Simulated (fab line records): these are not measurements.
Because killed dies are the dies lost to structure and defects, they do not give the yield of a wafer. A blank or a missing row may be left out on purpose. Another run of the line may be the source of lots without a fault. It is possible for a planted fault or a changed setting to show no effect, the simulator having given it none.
Tool commonality check | flow rit cmos | Sample size 15 lots and 45 wafers

== WHY THIS WAS OPENED ==
At RIT_NSD_TW_MEAS_10 the reading NSD_TW is flagged on 3 of 15 lots. Fault-free wafers read 3135, with a standard deviation of 17.
Rule: flag the lot when none of its wafers has a number, or when each of its wafers that has one lies beyond 4 standard deviations from that mean. As for the other lots, they are considered sound.

lot  | measured    | on            | NSD_TW, wafer by wafer | flag
L826 | day 3 00:21 | film metro-04 | 3160 3160 3148         |
L828 | day 3 09:13 | film metro-02 | 3119 3127 3113         |
L829 | day 3 14:18 | film metro-01 | 3149 3147 3138         |
L831 | day 4 01:18 | film metro-02 | 3144 3139 3146         |
L832 | day 4 05:40 | film metro-04 | 3103 3098 3100         |
L833 | day 4 10:08 | film metro-01 | 3150 3165 3180         |
L834 | day 4 16:59 | film metro-01 | 3155 3166 3140         |
L835 | day 4 21:51 | film metro-02 | 3158 3142 3154         |
L836 | day 5 00:42 | film metro-04 | 3132 3133 3148         |
L838 | day 5 14:42 | film metro-01 | 3561 3556 3547         | FLAGGED
L839 | day 5 16:21 | film metro-02 | 3135 3148 3140         |
L840 | day 5 22:16 | film metro-01 | 3537 3543 3559         | FLAGGED
L843 | day 6 13:21 | film metro-04 | 3118 3119 3126         |
L848 | day 7 14:02 | film metro-02 | 3527 3543 3531         | FLAGGED
L849 | day 7 18:03 | film metro-02 | 3129 3137 3128         |
On average the flagged lots' numbers are 3545, which is +410 against the usual, or +24 standard deviations.

== WHICH TOOL RAN EACH LOT ==
The record holds 1 process step before the reading, out of a route of 202 steps. Every cell lists first the tool, next ch and the chambers used by the sampled wafers, and last the start.
lot  | flag    | RIT_NSD_IMPLANT_08
L826 |         | implanter-03 ch 0, day 3 00:03
L828 |         | implanter-04 ch 0, day 3 08:53
L829 |         | implanter-04 ch 0, day 3 13:58
L831 |         | implanter-02 ch 0, day 4 00:59
L832 |         | implanter-04 ch 0, day 4 05:22
L833 |         | implanter-02 ch 0, day 4 09:49
L834 |         | implanter-03 ch 0, day 4 16:41
L835 |         | implanter-02 ch 0, day 4 21:34
L836 |         | implanter-04 ch 0, day 5 00:23
L838 | FLAGGED | implanter-02 ch 0, day 5 13:48
L839 |         | implanter-03 ch 0, day 5 16:01
L840 | FLAGGED | implanter-04 ch 0, day 5 21:38
L843 |         | implanter-02 ch 0, day 6 13:04
L848 | FLAGGED | implanter-02 ch 0, day 7 13:26
L849 |         | implanter-03 ch 0, day 7 17:44
What is done by these steps:
- RIT_NSD_IMPLANT_08
- RIT_NSD_TW_MEAS_10

== FLAGGED OVER TOTAL, TOOL BY TOOL (the gauges that took the reading come last) ==
step               | tool          | lots run | flagged | share of the flagged lots | sound lots run after its first flagged lot
RIT_NSD_IMPLANT_08 | implanter-02  | 6        | 2       | some                      | 1 (L843)
RIT_NSD_IMPLANT_08 | implanter-03  | 4        | 0       | none                      | -
RIT_NSD_IMPLANT_08 | implanter-04  | 5        | 1       | some                      | 0
RIT_NSD_TW_MEAS_10 | film metro-01 | 5        | 2       | some                      | 0
RIT_NSD_TW_MEAS_10 | film metro-02 | 6        | 1       | some                      | 1 (L849)
RIT_NSD_TW_MEAS_10 | film metro-04 | 4        | 0       | none                      | -

== WHAT THE TABLE ALLOWS ==
No row of the table ran every flagged lot.

== WHAT WAS PUT IN BY THE SIMULATOR ==
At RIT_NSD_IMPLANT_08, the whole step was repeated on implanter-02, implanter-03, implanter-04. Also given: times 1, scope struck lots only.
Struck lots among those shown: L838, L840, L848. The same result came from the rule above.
